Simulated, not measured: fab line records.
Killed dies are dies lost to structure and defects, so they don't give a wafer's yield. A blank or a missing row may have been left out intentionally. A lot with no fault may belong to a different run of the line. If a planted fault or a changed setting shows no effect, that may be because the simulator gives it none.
fab line records -- flow rit_cmos
record: lots: 15, wafers: 45, last_day: 7
route steps=202 shown NLDD@111 M1@202
lots with no fault: from the same line, run without faults
start_h: start of the lot's first displayed wafer, in hours after the record's first day -- wait_h: hours elapsed since this lot's preceding step -- " identical to the entry in the row above -- L1.1+2: several wafers, shown together as one row -- - no value, or no start was given -- * or withheld: withheld -- < > ~ a bound
route shown NAME@n: names a module that has steps shown in the file, with the first one's number in the route -- usual: average and standard deviation across the fault-free wafers -- same: alike in all rows -- chamber/n: place in a boat -- sites: readings site by site -- _std_site: their standard deviation -- _edge_site: the outer-site mean with the inner-site mean subtracted -- radius_mm: how far each site lies from the wafer's centre -- mask NAME#n: copy n -- behind: the last tool/chamber to shape the wafer -- hold: what put the lot on hold/how long, in hours/how the hold closed -- device: the transistor (n, p or np) that didn't switch -- end of line: at the end of the route, the tests of the same wafers -- a step with no rows: only its recipe -- killed: the dies lost at the first sort to structure and to defects; this is not the yield of the wafer -- map: dies across one wafer; x = killed, . = not, _ = none there
set.NAME: the setting the step ran with; set.NAME@STEP: the setting that earlier step ran with -- model.NAME: the simulator's own value behind a step, which no gauge read
steps of the route over a sample of lots; a table a step, a row a wafer
services: the hour from which a tool's chamber was out of use, counted from the record's first day as start_h (under 0 if before that day), plus the number of hours and why
== steps ==
step: RIT_NLDD_IMPLANT_08
recipe: species: P, energy_kev: 20, dose_cm2: 4.95e+14, tilt_deg: 7
usual: end_station_pressure_torr: 5.22e-06/2.9e-07
lot.wafer,tool,chamber,start_h,wait_h,end_station_pressure_torr
L636.2,implanter-04,0,41.17,0.1,5.46e-06
L636.4,implanter-04,0,41.17,0.1,5.17e-06
L636.5,implanter-04,0,41.17,0.1,5.44e-06
L637.1,implanter-04,0,48.63,0.1,4.96e-06
L637.4,implanter-04,0,48.63,0.1,5.17e-06
L637.6,implanter-04,0,48.63,0.1,5.28e-06
L638.1,implanter-04,0,52.97,0.1,4.84e-06
L638.4,implanter-04,0,52.97,0.1,5.21e-06
L638.6,implanter-04,0,52.97,0.1,5.62e-06
L639.1,implanter-03,0,57.64,0.1,5.88e-06
L639.4,implanter-03,0,57.64,0.1,5.29e-06
L639.6,implanter-03,0,57.64,0.1,5.34e-06
L640.2,implanter-03,0,63.11,0.1,5.92e-06
L640.3,implanter-03,0,63.11,0.1,5.34e-06
L640.4,implanter-03,0,63.11,0.1,5.74e-06
L641.1,implanter-02,0,70.33,0.1,5.49e-06
L641.3,implanter-02,0,70.33,0.1,5.42e-06
L641.4,implanter-02,0,70.33,0.1,5.51e-06
L643.2,implanter-04,0,81.89,0.1,4.81e-06
L643.3,implanter-04,0,81.89,0.1,5.32e-06
L643.4,implanter-04,0,81.89,0.1,5.7e-06
L646.1,implanter-03,0,91.97,0.1,4.95e-06
L646.3,implanter-03,0,91.97,0.1,4.85e-06
L646.6,implanter-03,0,91.97,0.1,5.15e-06
L646.1,implanter-03,0,92.29,0.3,5.15e-06
L646.3,implanter-03,0,92.29,0.3,4.83e-06
L646.6,implanter-03,0,92.29,0.3,5.33e-06
L647.4,implanter-03,0,96.61,0.1,5.49e-06
L647.5,implanter-03,0,96.61,0.1,5.27e-06
L647.6,implanter-03,0,96.61,0.1,4.71e-06
L647.4,implanter-03,0,96.93,0.3,5.31e-06
L647.5,implanter-03,0,96.93,0.3,5.2e-06
L647.6,implanter-03,0,96.93,0.3,5.45e-06
L653.1,implanter-04,0,126.70,0.1,4.91e-06
L653.2,implanter-04,0,126.70,0.1,5.58e-06
L653.6,implanter-04,0,126.70,0.1,5.59e-06
L653.1,implanter-04,0,127.01,0.3,5.22e-06
L653.2,implanter-04,0,127.01,0.3,5.25e-06
L653.6,implanter-04,0,127.01,0.3,5.33e-06
L654.1,implanter-02,0,131.79,0.1,5.58e-06
L654.3,implanter-02,0,131.79,0.1,5.2e-06
L654.4,implanter-02,0,131.79,0.1,5.4e-06
L655.1,implanter-04,0,137.15,0.1,5.37e-06
L655.2,implanter-04,0,137.15,0.1,5.15e-06
L655.4,implanter-04,0,137.15,0.1,4.58e-06
L656.2,implanter-03,0,142.19,0.1,5.18e-06
L656.5,implanter-03,0,142.19,0.1,5.35e-06
L656.6,implanter-03,0,142.19,0.1,5.37e-06
L658.1,implanter-04,0,153.65,0.1,5.31e-06
L658.5,implanter-04,0,153.65,0.1,4.74e-06
L658.6,implanter-04,0,153.65,0.1,5.54e-06
L659.2,implanter-02,0,158.20,0.1,4.84e-06
L659.3,implanter-02,0,158.20,0.1,4.84e-06
L659.4,implanter-02,0,158.20,0.1,5.23e-06
step: RIT_NLDD_TW_MEAS_10
usual: NLDD_TW: 2484/12
lot.wafer,tool,chamber,start_h,wait_h,NLDD_TW
L636.2,film_metro-02,-,41.48,0.1,2479
L636.4,film_metro-02,-,41.48,0.1,2479
L636.5,film_metro-02,-,41.48,0.1,2476
L637.1,film_metro-03,-,48.95,0.1,2479
L637.4,film_metro-03,-,48.95,0.1,2470
L637.6,film_metro-03,-,48.95,0.1,2457
L638.1,film_metro-02,-,53.29,0.1,2476
L638.4,film_metro-02,-,53.29,0.1,2483
L638.6,film_metro-02,-,53.29,0.1,2488
L639.1,film_metro-03,-,57.97,0.1,2454
L639.4,film_metro-03,-,57.97,0.1,2481
L639.6,film_metro-03,-,57.97,0.1,2474
L640.2,film_metro-03,-,63.42,0.1,2472
L640.3,film_metro-03,-,63.42,0.1,2474
L640.4,film_metro-03,-,63.42,0.1,2477
L641.1,film_metro-02,-,70.65,0.1,2483
L641.3,film_metro-02,-,70.65,0.1,2494
L641.4,film_metro-02,-,70.65,0.1,2488
L643.2,film_metro-02,-,82.20,0.1,2475
L643.3,film_metro-02,-,82.20,0.1,2473
L643.4,film_metro-02,-,82.20,0.1,2483
L646.1,film_metro-03,-,92.61,0.1,2960
L646.3,film_metro-03,-,92.61,0.1,2952
L646.6,film_metro-03,-,92.61,0.1,2939
L647.4,film_metro-02,-,97.25,0.1,2933
L647.5,film_metro-02,-,97.25,0.1,2929
L647.6,film_metro-02,-,97.25,0.1,2941
L653.1,film_metro-04,-,127.67,0.1,2931
L653.2,film_metro-04,-,127.67,0.1,2932
L653.6,film_metro-04,-,127.67,0.1,2922
L654.1,film_metro-02,-,132.12,0.1,2497
L654.3,film_metro-02,-,132.12,0.1,2484
L654.4,film_metro-02,-,132.12,0.1,2485
L655.1,film_metro-02,-,137.47,0.1,2491
L655.2,film_metro-02,-,137.47,0.1,2487
L655.4,film_metro-02,-,137.47,0.1,2493
L656.2,film_metro-04,-,142.50,0.1,2475
L656.5,film_metro-04,-,142.50,0.1,2465
L656.6,film_metro-04,-,142.50,0.1,2479
L658.1,film_metro-02,-,153.97,0.1,2505
L658.5,film_metro-02,-,153.97,0.1,2496
L658.6,film_metro-02,-,153.97,0.1,2498
L659.2,film_metro-02,-,158.51,0.1,2509
L659.3,film_metro-02,-,158.51,0.1,2488
L659.4,film_metro-02,-,158.51,0.1,2502
step: RIT_SDANNEAL_RS_MEAS_07
recipe: thk_meas_gauge: four-point-probe
usual: NLDD_RS: 152.6/0.63
lot.wafer,tool,chamber,start_h,wait_h,NLDD_RS[ohm/sq]
L636.2,film_metro-04,-,49.40,0.1,151.5
L636.4,film_metro-04,-,49.40,0.1,151.5
L636.5,film_metro-04,-,49.40,0.1,151.7
L637.1,film_metro-03,-,56.82,0.1,154.0
L637.4,film_metro-03,-,56.82,0.1,153.6
L637.6,film_metro-03,-,56.82,0.1,153.2
L638.1,film_metro-04,-,61.34,0.1,152.6
L638.4,film_metro-04,-,61.34,0.1,152.8
L638.6,film_metro-04,-,61.34,0.1,153.2
L639.1,film_metro-04,-,65.92,0.1,152.0
L639.4,film_metro-04,-,65.92,0.1,152.1
L639.6,film_metro-04,-,65.92,0.1,151.8
L640.2,film_metro-02,-,71.29,0.1,153.3
L640.3,film_metro-02,-,71.29,0.1,152.5
L640.4,film_metro-02,-,71.29,0.1,152.5
L641.1,film_metro-03,-,78.38,0.1,152.8
L641.3,film_metro-03,-,78.38,0.1,151.7
L641.4,film_metro-03,-,78.38,0.1,152.5
L643.2,film_metro-03,-,89.81,0.1,153.2
L643.3,film_metro-03,-,89.81,0.1,152.6
L643.4,film_metro-03,-,89.81,0.1,152.3
L646.1,film_metro-04,-,101.22,0.1,87.2
L646.3,film_metro-04,-,101.22,0.1,87.1
L646.6,film_metro-04,-,101.22,0.1,87.1
L647.4,film_metro-04,-,107.42,0.1,87.7
L647.5,film_metro-04,-,107.42,0.1,87.4
L647.6,film_metro-04,-,107.42,0.1,87.2
L653.1,film_metro-02,-,139.20,0.1,86.7
L653.2,film_metro-02,-,139.20,0.1,86.5
L653.6,film_metro-02,-,139.20,0.1,86.7
L654.1,film_metro-04,-,140.20,0.1,152.6
L654.3,film_metro-04,-,140.20,0.1,152.5
L654.4,film_metro-04,-,140.20,0.1,153.0
L655.1,film_metro-02,-,145.45,0.1,153.6
L655.2,film_metro-02,-,145.45,0.1,153.1
L655.4,film_metro-02,-,145.45,0.1,153.0
L656.2,film_metro-02,-,153.74,0.1,152.4
L656.5,film_metro-02,-,153.74,0.1,153.1
L656.6,film_metro-02,-,153.74,0.1,152.7
L658.1,film_metro-02,-,161.81,0.1,152.0
L658.5,film_metro-02,-,161.81,0.1,152.7
L658.6,film_metro-02,-,161.81,0.1,152.4
L659.2,film_metro-04,-,167.45,0.1,152.8
L659.3,film_metro-04,-,167.45,0.1,152.7
L659.4,film_metro-04,-,167.45,0.1,152.6
step: RIT_M1_PROBE_99
usual: killed_at_M0_to_M3: 0.0/0.14, killed_at_contacts: 0.1/0.27, killed_at_front_end: 7.2/2.9, killed_dies: 7.3/2.9, killed_open: 3.6/1.9, killed_short: 3.8/1.9
same: gross_dies: 264, killed_at_M4_up: 0, killed_at_back_side: 0, killed_at_other: 0
lot.wafer,tool,chamber,start_h,wait_h,killed_at_M0_to_M3,killed_at_contacts,killed_at_front_end,killed_dies,killed_open,killed_short
L646.1,prober-01,-,109.33,0.1,0,0,8,8,4,4
L646.3,prober-01,-,109.43,0.2,0,0,9,9,2,7
L646.6,prober-01,-,109.58,0.2,0,1,8,9,4,5
L647.4,prober-02,-,115.14,0.2,0,1,9,10,5,5
L647.5,prober-02,-,115.19,0.2,0,0,7,7,3,4
L647.6,prober-02,-,115.24,0.2,0,0,7,7,4,3
L653.1,prober-02,-,147.32,0.1,0,0,10,10,6,4
L653.2,prober-02,-,147.37,0.1,0,0,2,2,1,1
L653.6,prober-02,-,147.57,0.2,0,0,6,6,2,4
L659.2,prober-02,-,174.79,0.1,0,0,6,6,3,3
L659.3,prober-02,-,174.84,0.2,0,0,12,12,5,7
L659.4,prober-02,-,174.89,0.2,0,0,7,7,4,3
killed by level:class
L646.1 GATE:geometric_particle:short=2 FOX1:geometric_particle:short=1 GATE:geometric_particle:open=1 REOX:geometric_particle:open=1 REOX:geometric_particle:short=1 SPACER:geometric_particle:open=1 SILICIDE:geometric_particle:open=1
L646.3 FOX1:geometric_particle:short=4 GATE:geometric_particle:open=1 GATE:geometric_particle:short=1 REOX:geometric_particle:open=1 REOX:geometric_particle:short=1 SILICIDE:geometric_particle:short=1
L646.6 GATE:geometric_particle:short=2 SILICIDE:geometric_particle:open=2 FOX1:geometric_particle:open=1 GATE:geometric_particle:open=1 SPACER:geometric_particle:short=1 SILICIDE:geometric_particle:short=1 CONTACT:geometric_particle:short=1
L647.4 GATE:geometric_particle:short=3 REOX:geometric_particle:open=2 FOX2:geometric_particle:open=1 REOX:geometric_particle:short=1 SPACER:geometric_particle:short=1 SILICIDE:geometric_particle:open=1 CONTACT:geometric_particle:open=1
L647.5 FOX1:geometric_particle:short=2 ACTIVE:geometric_particle:open=1 GATE:geometric_particle:short=1 REOX:geometric_particle:open=1 SPACER:geometric_particle:short=1 SPACER:geometric_particle:open=1
L647.6 REOX:geometric_particle:short=2 REOX:geometric_particle:open=2 GATE:geometric_particle:open=1 GATE:geometric_particle:short=1 SPACER:geometric_particle:open=1
L653.1 GATE:geometric_particle:short=4 GATE:geometric_particle:open=2 SILICIDE:geometric_particle:open=2 FOX1:geometric_particle:open=1 FOX2:geometric_particle:open=1
L653.2 FOX1:geometric_particle:short=1 FOX1:geometric_particle:open=1
L653.6 GATE:geometric_particle:short=2 FOX1:geometric_particle:short=1 FOX2:geometric_particle:open=1 SPACER:geometric_particle:short=1 SILICIDE:geometric_particle:open=1
L659.2 FOX2:geometric_particle:short=2 FOX2:geometric_particle:open=1 GATE:geometric_particle:open=1 REOX:geometric_particle:short=1 SILICIDE:geometric_particle:open=1
L659.3 GATE:geometric_particle:short=3 GATE:geometric_particle:open=2 SPACER:geometric_particle:short=2 SPACER:geometric_particle:open=2 FOX1:geometric_particle:open=1 FOX1:geometric_particle:short=1 SILICIDE:geometric_particle:short=1
L659.4 GATE:geometric_particle:open=3 FOX1:geometric_particle:short=2 GATE:geometric_particle:short=1 REOX:geometric_particle:open=1
== services ==
tool,chamber,start_h,hours,kind
implanter-03,-,26.50,4.9,repair
implanter-04,-,70.29,3.6,pm
implanter-04,-,105.84,5.2,repair
implanter-03,-,154.72,2.3,repair
implanter-03,-,156.97,4.6,pm
== key ==
first_sign: step: RIT_NLDD_IMPLANT_08, reading: visit, direction: added
effect: step: RIT_NLDD_TW_MEAS_10, reading: NLDD_TW, direction: up, sigmas: 38, usual: 2484, struck: 2938
effect: step: RIT_SDANNEAL_RS_MEAS_07, reading: NLDD_RS, direction: down, sigmas: 99+, usual: 152.6, struck: 87.0
met_at RIT_NLDD_IMPLANT_08
struck_lots L646,L647,L653
tester_left_out L646,L647,L653
fault: kind: repeated_step_whole, tool: implanter-02,implanter-03,implanter-04, chamber: -, onset_h: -, steps: RIT_NLDD_IMPLANT_08, times: 1, scope: struck_lots_only
tester_left_out: of these lots the tester's yield and bins aren't shown, on N5 and GAA mostly nor the transistor test; their killed dies are dies lost to structure and defects alone, not to doping, threshold or leakage, so they don't give the yield
